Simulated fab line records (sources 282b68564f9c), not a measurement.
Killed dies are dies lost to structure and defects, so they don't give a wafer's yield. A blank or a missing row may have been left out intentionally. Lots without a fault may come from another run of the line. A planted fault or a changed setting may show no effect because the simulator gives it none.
fab line records	flow ritCmos
record: lots: 6	wafers: 18	lastDay: 7
route steps=202 shown PLDD@116 SPACER@125 NSD@131 PSD@142 SDANNEAL@153 SILICIDE@161 M1@202
lots with no fault: from the same line, run without faults
startH: hours from the record's opening day to when the first of the lot's shown wafers began	waitH: hours since the lot's step before	" identical to the entry in the row above	L1.1+2: a row that stands for several wafers	- no value present, or no start provided	* or withheld: withheld	< > ~ a bound
route shown NAME@n: names a module that has steps shown in the file, with the first one's number in the route	usual: average and standard deviation across the fault-free wafers	same: alike in all rows	chamber/n: place in a boat	sites: readings site by site	_std_site: standard deviation of those values	_edge_site: inner sites' mean taken away from outer sites' mean	radiusMm: for every site, how far away it sits from the centre of the wafer	mask NAME#n: copy n	behind: the most recent tool/chamber to have shaped the wafer	hold: what put the lot on hold/how long, in hours/how the hold closed	device: the transistor (n, p or np) that didn't switch	end of line: the same wafers' tests at the end of the route	a step with no rows: only its recipe	killed: count of dies lost to structure and defects at first sort (not the wafer's yield)	map: a wafer's dies, x killed, . not, _ none there
set.NAME: the setting as run; set.NAME@STEP: as run at that earlier step	model.NAME: the simulator's own value behind a step, which no gauge read
lots at selected steps of the route; one table per step, one row per wafer
services: when a tool's chamber went out of use (startH, in hours from the record's first day, below 0 if earlier), for how many hours, and the reason
== steps ==
step: RIT_PLDD_SOFTBAKE_02
recipe: resist: NOVOLAK	tempC: 90	timeS: 60
step: RIT_PLDD_EXPOSE_03
recipe: maskId: M8	na: 0.57	targetCdNm: 40900	doseMj: 250
step: RIT_PLDD_PEB_04
recipe: resist: NOVOLAK	tempC: withheld	timeS: withheld
step: RIT_PLDD_DEVELOP_05
recipe: resist: NOVOLAK	developTimeS: 50	devTempC: 23
step: RIT_PLDD_OVL_MEAS_06
usual: PLDD_OVL: 0.5/1.3
lot.wafer	tool	chamber	startH	waitH	PLDD_OVL[nm]
L205.2	overlay-01	-	43.56	-	-1.5
L205.3	"	-	"	"	0.5
L205.6	"	-	"	"	-1.2
L209.4	overlay-02	-	63.92	-	-0.6
L209.5	"	-	"	"	0.3
L209.6	"	-	"	"	-0.5
L210.2	overlay-02	-	68.73	-	2.1
L210.4	"	-	"	"	-0.3
L210.6	"	-	"	"	-1.2
L226.1	overlay-02	-	149.60	-	0.9
L226.2	"	-	"	"	1.5
L226.6	"	-	"	"	0.2
L227.1	overlay-02	-	153.51	-	-0.9
L227.2	"	-	"	"	-1.8
L227.3	"	-	"	"	-2.3
L228.1	overlay-02	-	157.80	-	-1.1
L228.3	"	-	"	"	-1.2
L228.4	"	-	"	"	-0.3
step: RIT_PLDD_HARDBAKE_07
recipe: resist: NOVOLAK	tempC: 140	timeS: 60
step: RIT_PLDD_IMPLANT_08
recipe: species: BF2	energyKev: 20	doseCm2: 9e+14	tiltDeg: 7
step: RIT_PLDD_STRIP_09
recipe: chemistry: O2	timeS: 180	resist: NOVOLAK	platenTempC: withheld	powerW: 500	pressureMtorr: 4000	o2FlowSccm: 4000
usual: chamberPressureMTorr: 4000/3.3	drypumpMotorCurrentA: 5.7/0.43
lot.wafer	tool	chamber	startH	waitH	chamberPressureMTorr	drypumpMotorCurrentA	rfHoursCounterH
L205.2	plasmaAsher-02	1	43.89	0.1	4001	5.1	23
L205.3	"	0	"	"	3994	6.2	-
L205.6	"	0	"	"	4000	6.1	-
L209.4	plasmaAsher-01	0	64.30	0.1	4001	5.6	-
L209.5	"	1	"	"	3998	5.9	-
L209.6	"	0	"	"	4001	5.6	-
L210.2	plasmaAsher-02	0	69.06	0.1	3994	6.1	26
L210.4	"	0	"	"	3999	6.2	-
L210.6	"	0	"	"	3999	6.1	-
L226.1	plasmaAsher-01	0	149.94	0.1	3995	5.6	51
L226.2	"	1	"	"	3996	5.8	51
L226.6	"	1	"	"	3993	5.9	-
L227.1	plasmaAsher-04	1	153.84	0.1	4004	6.3	4
L227.2	"	0	"	"	3997	5.9	4
L227.3	"	0	"	"	3999	5.9	-
L228.1	plasmaAsher-02	1	158.14	0.1	3998	5.1	36
L228.3	"	1	"	"	4000	5.1	-
L228.4	"	0	"	"	3999	6.2	-
step: RIT_PLDD_TW_MEAS_10
usual: PLDD_TW: 2361/18
lot.wafer	tool	chamber	startH	waitH	PLDD_TW
L205.2	filmMetro-03	-	44.07	0.1	2362
L205.3	"	-	"	"	2369
L205.6	"	-	"	"	2374
L209.4	filmMetro-01	-	64.44	0.1	2340
L209.5	"	-	"	"	2350
L209.6	"	-	"	"	2339
L210.2	filmMetro-03	-	69.24	0.1	2339
L210.4	"	-	"	"	2345
L210.6	"	-	"	"	2351
L226.1	filmMetro-04	-	150.12	0.1	2388
L226.2	"	-	"	"	2377
L226.6	"	-	"	"	2381
L227.1	filmMetro-04	-	154.02	0.1	2378
L227.2	"	-	"	"	2363
L227.3	"	-	"	"	2378
L228.1	filmMetro-04	-	158.31	0.1	2388
L228.3	"	-	"	"	2375
L228.4	"	-	"	"	2373
step: RIT_SPACER_CLEAN_00
recipe: chemistry: SC1	mix: 3:3:50	timeS: 600	tempC: 75
step: RIT_SPACER_CLEAN_01
recipe: chemistry: dHF	dilution: 50:1	timeS: 30
step: RIT_SPACER_CLEAN_02
recipe: chemistry: SC2	mix: 3:3:50	timeS: 600	tempC: 75	dry: n2Spin
step: RIT_SPACER_CVD_03
recipe: material: Si3N4	targetThkNm: 250	tempC: 810	precursor: SiH2Cl2/NH3	timeS: 3300	pressureMtorr: 300	sih2cl2FlowSccm: 60	nh3FlowSccm: 150
usual: sih2cl2FlowSccm: 59.99/0.18
lot.wafer	tool	chamber	startH	waitH	sih2cl2FlowSccm	model.Si3N4_of_SPACER_CVD_03.thkNm
L205.2	lpcvd-01	1	44.49	0.0	60.25	249.9
L205.3	"	1	"	"	59.78	253.5
L205.6	"	1	"	"	59.78	251.4
L209.4	lpcvd-01	1	65.04	0.2	59.92	271.9
L209.5	"	1	"	"	59.94	271.1
L209.6	"	1	"	"	60.04	271.4
L210.2	lpcvd-01	1	69.68	0.0	59.60	274.9
L210.4	"	1	"	"	59.47	274.3
L210.6	"	1	"	"	60.05	272.4
L226.1	lpcvd-02	1	150.56	0.0	60.13	251.1
L226.2	"	1	"	"	60.08	252.7
L226.6	"	1	"	"	60.07	251
L227.1	lpcvd-02	0	154.44	0.0	59.93	251.4
L227.2	"	0	"	"	60.09	248.6
L227.3	"	0	"	"	60.12	250.8
L228.1	lpcvd-02	0	158.74	0.0	60.12	252.3
L228.3	"	0	"	"	60.08	253.3
L228.4	"	0	"	"	59.76	255.4
step: RIT_SPACER_THK_MEAS_04
recipe: reads: Si3N4_of_SPACER_CVD_03
usual: SPACER_NITRIDE_THK: 249.9/2.1
lot.wafer	tool	chamber	startH	waitH	SPACER_NITRIDE_THK[nm]
L205.2	filmMetro-02	-	46.42	0.0	249.9
L205.3	"	-	"	"	253.7
L205.6	"	-	"	"	251.3
L209.4	filmMetro-01	-	66.99	0.0	272.0
L209.5	"	-	"	"	271.1
L209.6	"	-	"	"	271.5
L210.2	filmMetro-01	-	71.60	0.0	275.0
L210.4	"	-	"	"	274.1
L210.6	"	-	"	"	272.4
L226.1	filmMetro-02	-	153.43	0.0	251.1
L226.2	"	-	"	"	252.6
L226.6	"	-	"	"	250.9
L227.1	filmMetro-04	-	157.32	0.0	251.1
L227.2	"	-	"	"	248.6
L227.3	"	-	"	"	250.9
L228.1	filmMetro-01	-	161.62	0.0	252.0
L228.3	"	-	"	"	253.3
L228.4	"	-	"	"	255.3
step: RIT_SPACER_ETCHBACK_05
recipe: targetDepthA: 2500	SF6_flow_sccm: 30	CHF3_flow_sccm: 30	target: Si3N4	chemistry: SF6/CHF3	pressureMtorr: 40	rfW: 250	timeS: 240	stopOn: SiO2
usual: chamberPressureMTorr: 40.00/0.034	drypumpMotorCurrentA: 5.7/0.36	oesProductAu: 0.842/0.012	throttleValvePct: 10.30/0.14
lot.wafer	tool	chamber	startH	waitH	chamberPressureMTorr	drypumpMotorCurrentA	oesProductAu	rfHoursCounterH	throttleValvePct	model.etch.depthNm
L205.2	rieDiel-03	3	46.47	0.0	40.01	5.3	0.838	14	10.25	249.9
L205.3	"	2	"	"	39.98	5.1	0.853	42	10.60	253.5
L205.6	"	0	"	"	39.99	5.8	0.842	-	10.36	251.4
L209.4	rieDiel-03	1	67.02	0.0	40.03	6.3	0.898	76	10.33	271.9
L209.5	"	0	"	"	40.02	5.8	0.892	-	10.35	271.1
L209.6	"	3	"	"	39.96	5.3	0.893	-	10.25	271.4
L210.2	rieDiel-01	0	71.65	0.0	40.01	5.7	0.887	80	10.14	274.9
L210.4	"	1	"	"	40.04	5.8	0.919	151	10.24	274.3
L210.6	"	1	"	"	40.00	5.8	0.911	-	10.21	272.4
L226.1	rieDiel-04	3	153.49	0.1	40.02	6.5	0.855	122	10.27	251.1
L226.2	"	1	"	"	40.00	5.9	0.848	24	10.18	252.7
L226.6	"	3	"	"	40.03	6.4	0.858	-	10.25	251
L227.1	rieDiel-03	1	157.38	0.1	39.93	6.3	0.843	77	10.32	251.4
L227.2	"	0	"	"	40.05	5.8	0.839	105	10.33	248.6
L227.3	"	3	"	"	39.96	5.4	0.844	15	10.27	250.8
L228.1	rieDiel-01	0	161.68	0.1	39.99	5.7	0.823	81	10.13	252.3
L228.3	"	2	"	"	40.01	5.7	0.859	72	10.46	253.3
L228.4	"	1	"	"	39.98	5.8	0.849	0	10.18	255.4
step: RIT_NSD_HMDS_00
recipe: primeTimeS: 60	primeTempC: 140
step: RIT_NSD_COAT_01
recipe: resist: NOVOLAK	spinRpm: 3250	resistThkNm: 1000
step: RIT_NSD_SOFTBAKE_02
recipe: resist: NOVOLAK	tempC: 90	timeS: 60
step: RIT_NSD_EXPOSE_03
recipe: maskId: M9	na: 0.57	targetCdNm: 40700	doseMj: 250
step: RIT_NSD_PEB_04
recipe: resist: NOVOLAK	tempC: withheld	timeS: withheld
step: RIT_NSD_DEVELOP_05
recipe: resist: NOVOLAK	developTimeS: 50	devTempC: 23
step: RIT_NSD_OVL_MEAS_06
usual: NSD_OVL: -0.4/1.1
lot.wafer	tool	chamber	startH	waitH	NSD_OVL[nm]
L205.2	overlay-01	-	47.64	-	-2.5
L205.3	"	-	"	"	-3.7
L205.6	"	-	"	"	-3.6
L209.4	overlay-01	-	68.16	-	-1.0
L209.5	"	-	"	"	-0.6
L209.6	"	-	"	"	-2.1
L210.2	overlay-02	-	72.78	-	1.5
L210.4	"	-	"	"	1.1
L210.6	"	-	"	"	1.0
L226.1	overlay-01	-	154.69	-	-1.2
L226.2	"	-	"	"	-1.5
L226.6	"	-	"	"	-0.6
L227.1	overlay-02	-	158.50	-	0.5
L227.2	"	-	"	"	-1.1
L227.3	"	-	"	"	-0.1
L228.1	overlay-01	-	162.71	-	-1.1
L228.3	"	-	"	"	0.0
L228.4	"	-	"	"	1.0
step: RIT_NSD_HARDBAKE_07
recipe: resist: NOVOLAK	tempC: 140	timeS: 60
step: RIT_NSD_IMPLANT_08
recipe: species: P	energyKev: 25	doseCm2: 1e+15	tiltDeg: 7
step: RIT_NSD_STRIP_09
recipe: chemistry: O2	timeS: 180	resist: NOVOLAK	platenTempC: withheld	powerW: 500	pressureMtorr: 4000	o2FlowSccm: 4000
usual: chamberPressureMTorr: 4000/3.8	drypumpMotorCurrentA: 5.7/0.49
lot.wafer	tool	chamber	startH	waitH	chamberPressureMTorr	drypumpMotorCurrentA	rfHoursCounterH
L205.2	plasmaAsher-04	1	47.97	0.1	4005	6.3	41
L205.3	"	0	"	"	4003	5.9	-
L205.6	"	1	"	"	3998	6.3	-
L209.4	plasmaAsher-04	0	68.54	0.1	4002	5.9	-
L209.5	"	1	"	"	3994	6.3	-
L209.6	"	0	"	"	4010	5.9	-
L210.2	plasmaAsher-02	0	73.11	0.1	4000	6.1	27
L210.4	"	1	"	"	3998	5.1	-
L210.6	"	1	"	"	4000	5.1	-
L226.1	plasmaAsher-03	0	155.03	0.1	3997	5.2	53
L226.2	"	1	"	"	4004	6.1	53
L226.6	"	0	"	"	4004	5.1	-
L227.1	plasmaAsher-03	0	158.84	0.1	4001	5.1	53
L227.2	"	1	"	"	4006	6.1	53
L227.3	"	0	"	"	3994	5.1	-
L228.1	plasmaAsher-03	0	163.05	0.1	4004	5.2	54
L228.3	"	1	"	"	3996	6.1	-
L228.4	"	0	"	"	3996	5.1	-
step: RIT_NSD_TW_MEAS_10
usual: NSD_TW: 3134/23
lot.wafer	tool	chamber	startH	waitH	NSD_TW
L205.2	filmMetro-04	-	48.15	0.1	3164
L205.3	"	-	"	"	3166
L205.6	"	-	"	"	3165
L209.4	filmMetro-04	-	68.69	0.1	3168
L209.5	"	-	"	"	3166
L209.6	"	-	"	"	3161
L210.2	filmMetro-01	-	73.30	0.1	3081
L210.4	"	-	"	"	3111
L210.6	"	-	"	"	3101
L226.1	filmMetro-03	-	155.20	0.1	3129
L226.2	"	-	"	"	3118
L226.6	"	-	"	"	3108
L227.1	filmMetro-04	-	159.01	0.1	3134
L227.2	"	-	"	"	3157
L227.3	"	-	"	"	3155
L228.1	filmMetro-01	-	163.22	0.1	3133
L228.3	"	-	"	"	3133
L228.4	"	-	"	"	3115
step: RIT_PSD_HMDS_00
recipe: primeTimeS: 60	primeTempC: 140
step: RIT_PSD_COAT_01
recipe: resist: NOVOLAK	spinRpm: 3250	resistThkNm: 1000
step: RIT_PSD_SOFTBAKE_02
recipe: resist: NOVOLAK	tempC: 90	timeS: 60
step: RIT_PSD_EXPOSE_03
recipe: maskId: M10	na: 0.57	targetCdNm: 40900	doseMj: 250
step: RIT_PSD_PEB_04
recipe: resist: NOVOLAK	tempC: withheld	timeS: withheld
step: RIT_PSD_DEVELOP_05
recipe: resist: NOVOLAK	developTimeS: 50	devTempC: 23
step: RIT_PSD_OVL_MEAS_06
usual: PSD_OVL: -1.2/1.2
lot.wafer	tool	chamber	startH	waitH	PSD_OVL[nm]
L205.2	overlay-01	-	49.06	-	-0.3
L205.3	"	-	"	"	-1.5
L205.6	"	-	"	"	-1.8
L209.4	overlay-02	-	69.71	-	-1.3
L209.5	"	-	"	"	-3.3
L209.6	"	-	"	"	-3.9
L210.2	overlay-01	-	74.33	-	-2.7
L210.4	"	-	"	"	-2.4
L210.6	"	-	"	"	-1.7
L226.1	overlay-01	-	156.11	-	-1.1
L226.2	"	-	"	"	-0.4
L226.6	"	-	"	"	-0.3
L227.1	overlay-02	-	159.92	-	1.1
L227.2	"	-	"	"	1.0
L227.3	"	-	"	"	0.9
L228.1	overlay-01	-	164.26	-	-2.2
L228.3	"	-	"	"	-2.8
L228.4	"	-	"	"	-2.2
step: RIT_PSD_HARDBAKE_07
recipe: resist: NOVOLAK	tempC: 140	timeS: 60
step: RIT_PSD_IMPLANT_08
recipe: species: BF2	energyKev: 27	doseCm2: 5e+15	tiltDeg: 7
step: RIT_PSD_STRIP_09
recipe: chemistry: O2	timeS: 180	resist: NOVOLAK	platenTempC: withheld	powerW: 500	pressureMtorr: 4000	o2FlowSccm: 4000
usual: chamberPressureMTorr: 4000/3.9	drypumpMotorCurrentA: 5.6/0.45
lot.wafer	tool	chamber	startH	waitH	chamberPressureMTorr	drypumpMotorCurrentA	rfHoursCounterH
L205.2	plasmaAsher-03	1	49.39	0.1	3999	6.1	42
L205.3	"	1	"	"	4001	6.1	-
L205.6	"	0	"	"	3998	5.2	-
L209.4	plasmaAsher-01	1	70.08	0.1	3997	5.9	-
L209.5	"	0	"	"	3998	5.5	-
L209.6	"	1	"	"	4003	5.9	-
L210.2	plasmaAsher-02	0	74.66	0.1	4003	6.1	27
L210.4	"	0	"	"	4004	6.1	-
L210.6	"	1	"	"	4008	5.1	-
L226.1	plasmaAsher-01	1	156.45	0.1	3998	5.9	52
L226.2	"	0	"	"	4002	5.6	52
L226.6	"	0	"	"	4007	5.6	-
L227.1	plasmaAsher-01	0	160.26	0.1	3992	5.6	53
L227.2	"	1	"	"	3997	5.9	53
L227.3	"	0	"	"	3999	5.6	-
L228.1	plasmaAsher-03	0	164.59	0.1	3994	5.2	54
L228.3	"	1	"	"	3997	6.1	-
L228.4	"	0	"	"	3996	5.2	-
step: RIT_PSD_TW_MEAS_10
usual: PSD_TW: 3446/26
lot.wafer	tool	chamber	startH	waitH	PSD_TW
L205.2	filmMetro-01	-	49.58	0.1	3427
L205.3	"	-	"	"	3432
L205.6	"	-	"	"	3441
L209.4	filmMetro-01	-	70.23	0.1	3417
L209.5	"	-	"	"	3420
L209.6	"	-	"	"	3422
L210.2	filmMetro-01	-	74.84	0.1	3415
L210.4	"	-	"	"	3410
L210.6	"	-	"	"	3416
L226.1	filmMetro-04	-	156.62	0.1	3472
L226.2	"	-	"	"	3458
L226.6	"	-	"	"	3470
L227.1	filmMetro-03	-	160.44	0.1	3442
L227.2	"	-	"	"	3422
L227.3	"	-	"	"	3399
L228.1	filmMetro-04	-	164.77	0.1	3463
L228.3	"	-	"	"	3486
L228.4	"	-	"	"	3467
step: RIT_SDANNEAL_CLEAN_00
recipe: chemistry: SC1	mix: 3:3:50	timeS: 600	tempC: 75
step: RIT_SDANNEAL_CLEAN_01
recipe: chemistry: dHF	dilution: 50:1	timeS: 30
step: RIT_SDANNEAL_CLEAN_02
recipe: chemistry: SC2	mix: 3:3:50	timeS: 600	tempC: 75	dry: n2Spin
step: RIT_SDANNEAL_RTA_03
recipe: tempC: 1050	timeS: 5	idleTempC: 600	rampUpCPerS: 342	rampDownCPerS: 171	coolToC: 600	ambient: N2
usual: wafer_temp_C_max: 1053.7/1.3
lot.wafer	tool	chamber	startH	waitH	wafer_temp_C_max
L205.2	rtpAnneal-02	0	50.00	0.0	1053.2
L205.3	"	0	"	"	1052.1
L205.6	"	0	"	"	1053.7
L209.4	rtpAnneal-02	0	70.69	0.0	1052.7
L209.5	"	0	"	"	1056.1
L209.6	"	0	"	"	1051.3
L210.2	rtpAnneal-01	0	75.30	0.0	1054.9
L210.4	"	0	"	"	1054.5
L210.6	"	0	"	"	1054.1
L226.1	rtpAnneal-01	0	157.22	0.0	1052.4
L226.2	"	0	"	"	1052.1
L226.6	"	0	"	"	1055.1
L227.1	rtpAnneal-02	0	160.86	0.0	1053.0
L227.2	"	0	"	"	1052.7
L227.3	"	0	"	"	1051.7
L228.1	rtpAnneal-01	0	165.19	0.0	1054.2
L228.3	"	0	"	"	1052.9
L228.4	"	0	"	"	1053.1
step: RIT_SDANNEAL_RS_MEAS_04
recipe: thkMeasGauge: four-point-probe
usual: PSD_RS: 115.90/0.26
lot.wafer	tool	chamber	startH	waitH	PSD_RS[ohm/sq]
L205.2	filmMetro-03	-	50.07	0.1	116.01
L205.3	"	-	"	"	116.35
L205.6	"	-	"	"	115.96
L209.4	filmMetro-04	-	70.78	0.1	115.94
L209.5	"	-	"	"	116.47
L209.6	"	-	"	"	115.99
L210.2	filmMetro-01	-	75.37	0.1	115.62
L210.4	"	-	"	"	115.74
L210.6	"	-	"	"	115.46
L226.1	filmMetro-01	-	157.28	0.0	115.25
L226.2	"	-	"	"	115.50
L226.6	"	-	"	"	115.87
L227.1	filmMetro-04	-	160.92	0.0	115.82
L227.2	"	-	"	"	115.74
L227.3	"	-	"	"	116.15
L228.1	filmMetro-01	-	165.25	0.0	116.14
L228.3	"	-	"	"	115.97
L228.4	"	-	"	"	116.11
step: RIT_SILICIDE_WET_ETCH_00
recipe: chemistry: BOE	target: SiO2	targetDepthNm: 14	timeS: 15	dry: n2Spin	dilution: 10:1	tempC: 21.5
lot.wafer	tool	chamber	startH	waitH	model.Si3N4_of_SPACER_CVD_03.thkNm
L205.2	wetBench-04	2	50.53	0.1	194.7
L205.3	"	2	"	"	197.9
L205.6	"	2	"	"	196.8
L209.4	wetBench-04	3	71.20	0.0	213.3
L209.5	"	3	"	"	212.1
L209.6	"	3	"	"	211.3
L210.2	wetBench-04	3	75.83	0.1	216.2
L210.4	"	3	"	"	213.8
L210.6	"	3	"	"	212.9
L226.1	wetBench-04	3	157.76	0.1	195.9
L226.2	"	3	"	"	197.7
L226.6	"	3	"	"	195.8
L227.1	wetBench-02	1	161.40	0.1	197.6
L227.2	"	1	"	"	194.9
L227.3	"	1	"	"	195.7
L228.1	wetBench-04	2	165.73	0.1	197.7
L228.3	"	2	"	"	196.6
L228.4	"	2	"	"	199.4
step: RIT_M1_PROBE_99
usual: killedAtContacts: 0.1/0.23	killedAtFrontEnd: 7/3	killedDies: 7/3.1	killedOpen: 3.3/2.1	killedShort: 3.3/2
same: grossDies: 264	killed_at_M0_to_M3: 0	killed_at_M4_up: 0	killedAtBackSide: 0	killedAtOther: 0
lot.wafer	tool	chamber	startH	waitH	killedAtContacts	killedAtFrontEnd	killedDies	killedOpen	killedShort	model.etest.nmos_0p15.rOnOhmUm	model.etest.pplusSal.widthNm	model.etest.nplusSal.widthNm	model.etest.pwellPinched.rsOhmSq	model.etest.nwellPinched.rsOhmSq	model.etest.contactNplus.endOhmUm	model.etest.diodePplusNwell.bvV	model.etest.nmos_0p15.toxInvNm
L205.2	prober-02	-	58.72	0.1	0	11	11	6	5	1145	3462	3466	465.6	339.1	41.92	6.576	4.371
L205.3	prober-02	-	58.77	0.2	0	7	7	5	2	1072	3449	3451	453.6	335.3	41.05	6.53	4.386
L205.6	prober-02	-	58.92	0.2	0	14	14	6	8	1088	3443	3452	459.1	333.3	41.42	6.55	4.421
L209.4	prober-02	-	78.30	0.2	0	11	11	3	8	1059	3423	3416	439.3	321.6	37.91	6.487	4.643
L209.5	prober-02	-	78.35	0.2	0	5	5	2	3	1076	3414	3422	444.9	326.2	38.35	6.5	4.569
L209.6	prober-02	-	78.40	0.2	0	5	5	2	3	1086	3421	3430	451.2	325.8	39.05	6.507	4.528
L210.2	prober-01	-	83.87	0.1	0	11	11	3	8	1036	3387	3383	444.4	316.6	37.73	6.422	4.673
L210.4	prober-01	-	83.97	0.2	0	3	3	1	2	1091	3414	3423	442.1	327.2	41.26	6.481	4.636
L210.6	prober-01	-	84.07	0.2	0	6	6	1	5	1053	3410	3416	439.1	321.6	40.73	6.455	4.595
L226.1	prober-01	-	165.05	0.1	0	5	5	2	3	1109	3450	3439	451.8	339.9	42.16	6.62	4.511
L226.2	prober-01	-	165.10	0.1	0	4	4	2	2	1090	3446	3441	452.2	334.4	41.36	6.611	4.518
L226.6	prober-01	-	165.30	0.2	0	6	6	4	2	1112	3432	3457	449.9	339.8	42.06	6.606	4.458
L227.1	prober-02	-	169.81	0.1	1	11	12	9	3	1097	3450	3460	456.2	332.4	44.39	6.504	4.533
L227.2	prober-02	-	169.86	0.1	0	8	8	2	6	1105	3463	3447	453.7	336.4	42.96	6.576	4.534
L227.3	prober-02	-	169.91	0.2	1	12	13	9	4	1118	3475	3468	458.3	337.2	42.89	6.67	4.561
L228.1	prober-01	-	172.94	0.1	0	5	5	1	4	1103	3439	3451	460.5	332.5	42.28	6.466	4.582
L228.3	prober-01	-	173.04	0.2	0	7	7	4	3	1117	3461	3473	470.4	337.9	42.46	6.558	4.438
L228.4	prober-01	-	173.09	0.2	0	8	8	5	3	1113	3439	3473	453.6	332.4	40.85	6.485	4.566
killed by level:class
L205.2 GATE:geometricParticle:open=4 GATE:geometricParticle:short=3 FOX1:geometricParticle:short=1 REOX:geometricParticle:short=1 REOX:geometricParticle:open=1 SPACER:geometricParticle:open=1
L205.3 GATE:geometricParticle:open=4 GATE:geometricParticle:short=2 REOX:geometricParticle:open=1
L205.6 GATE:geometricParticle:open=5 GATE:geometricParticle:short=4 SPACER:geometricParticle:short=3 SILICIDE:geometricParticle:short=1 SILICIDE:geometricParticle:open=1
L209.4 GATE:geometricParticle:short=4 FOX1:geometricParticle:short=2 FOX2:geometricParticle:open=1 REOX:geometricParticle:open=1 REOX:geometricParticle:short=1 SPACER:geometricParticle:open=1 SPACER:geometricParticle:short=1
L209.5 GATE:geometricParticle:open=2 REOX:geometricParticle:short=2 GATE:geometricParticle:short=1
L209.6 GATE:geometricParticle:short=2 REOX:geometricParticle:open=2 SPACER:geometricParticle:short=1
L210.2 FOX1:geometricParticle:short=3 GATE:geometricParticle:short=3 GATE:geometricParticle:open=2 REOX:geometricParticle:short=1 SPACER:geometricParticle:short=1 SILICIDE:geometricParticle:open=1
L210.4 FOX1:geometricParticle:short=1 GATE:geometricParticle:short=1 GATE:geometricParticle:open=1
L210.6 SPACER:geometricParticle:short=2 SILICIDE:geometricParticle:short=2 GATE:geometricParticle:short=1 GATE:geometricParticle:open=1
L226.1 FOX1:geometricParticle:open=2 SPACER:geometricParticle:short=2 SILICIDE:geometricParticle:short=1
L226.2 FOX1:geometricParticle:open=1 FOX1:geometricParticle:short=1 GATE:geometricParticle:open=1 SPACER:geometricParticle:short=1
L226.6 FOX1:geometricParticle:open=3 SILICIDE:geometricParticle:short=2 SILICIDE:geometricParticle:open=1
L227.1 GATE:geometricParticle:open=7 REOX:geometricParticle:short=2 GATE:geometricParticle:short=1 REOX:geometricParticle:open=1 CONTACT:geometricParticle:open=1
L227.2 GATE:geometricParticle:short=3 SPACER:geometricParticle:open=2 FOX2:geometricParticle:short=1 REOX:geometricParticle:short=1 SPACER:geometricParticle:short=1
L227.3 REOX:geometricParticle:open=3 SILICIDE:geometricParticle:open=3 REOX:geometricParticle:short=2 SPACER:geometricParticle:open=2 GATE:geometricParticle:short=1 SPACER:geometricParticle:short=1 CONTACT:geometricParticle:open=1
L228.1 SILICIDE:geometricParticle:short=2 FOX1:geometricParticle:short=1 REOX:geometricParticle:open=1 SPACER:geometricParticle:short=1
L228.3 FOX1:geometricParticle:open=2 FOX1:geometricParticle:short=1 FOX2:geometricParticle:open=1 GATE:geometricParticle:short=1 REOX:geometricParticle:open=1 SPACER:geometricParticle:short=1
L228.4 GATE:geometricParticle:open=2 SPACER:geometricParticle:short=2 SILICIDE:geometricParticle:open=2 GATE:geometricParticle:short=1 REOX:geometricParticle:open=1
== services ==
tool	chamber	startH	hours	kind
plasmaAsher-02	-	25.15	1.0	repair
rieDiel-03	-	43.61	0.3	repair
rieDiel-04	-	44.32	1.1	repair
rieDiel-03	2	51.61	5.6	repair
rieDiel-01	3	55.12	1.8	repair
plasmaAsher-04	-	71.89	1.8	repair
rieDiel-04	1	72.82	5.1	repair
rieDiel-03	3	79.51	4.0	repair
plasmaAsher-03	-	86.78	4.0	pm
rieDiel-03	-	102.42	0.3	repair
plasmaAsher-04	-	108.75	9.0	pm
plasmaAsher-04	0	108.75	9.0	ventCycle
plasmaAsher-04	1	108.75	9.0	ventCycle
rtpAnneal-01	-	109.23	1.1	pm
plasmaAsher-04	0	117.75	-	clean
plasmaAsher-04	1	117.75	-	clean
plasmaAsher-04	-	126.51	5.2	repair
lpcvd-01	-	133.68	0.8	pm
rieDiel-04	0	134.61	20.5	repair
rieDiel-01	1	135.40	-	clean
rieDiel-01	1	135.40	14.6	scheduledDown
rieDiel-01	1	135.40	14.6	ventCycle
rieDiel-04	2	147.52	5.1	repair
plasmaAsher-04	-	157.55	14.6	pm
== key ==
firstSign: step: RIT_SPACER_THK_MEAS_04	reading: SPACER_NITRIDE_THK	direction: up	sigmas: 11	usual: 249.9	struck: 272.7
effect: step: RIT_SPACER_ETCHBACK_05	reading: oesProductAu	direction: up	sigmas: 4.9	usual: 0.842	struck: 0.900
modelEffect: step: RIT_SPACER_CVD_03	value: Si3N4_of_SPACER_CVD_03.thkNm	without: 252.7	struck: 272.7
modelEffect: step: RIT_SPACER_ETCHBACK_05	value: etch.depthNm	without: 252.7	struck: 272.7
modelEffect: step: RIT_SILICIDE_WET_ETCH_00	value: Si3N4_of_SPACER_CVD_03.thkNm	without: 197.5	struck: 213.3
modelEffect: step: RIT_M1_PROBE_99	value: etest.nmos_0p15.rOnOhmUm	without: 1111	struck: 1067
metAt RIT_SPACER_CVD_03
struckWafers L209.4,L209.5,L209.6,L210.2,L210.4,L210.6
testerLeftOut L209,L210
onsetBetween 44.49 65.04
fault: kind: processParameterDrift	tool: lpcvd-01	chamber: 1	onsetH: 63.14	steps: RIT_SPACER_CVD_03	channel: targetThkNm	offset: 20	shape: step	endH: 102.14	actsIn: theseRecipesOnly	stated: 250
testerLeftOut: of these lots the tester's yield and bins aren't shown, on N5 and GAA mostly nor the transistor test; their killed dies are dies lost to structure and defects alone, not to doping, threshold or leakage, so they don't give the yield
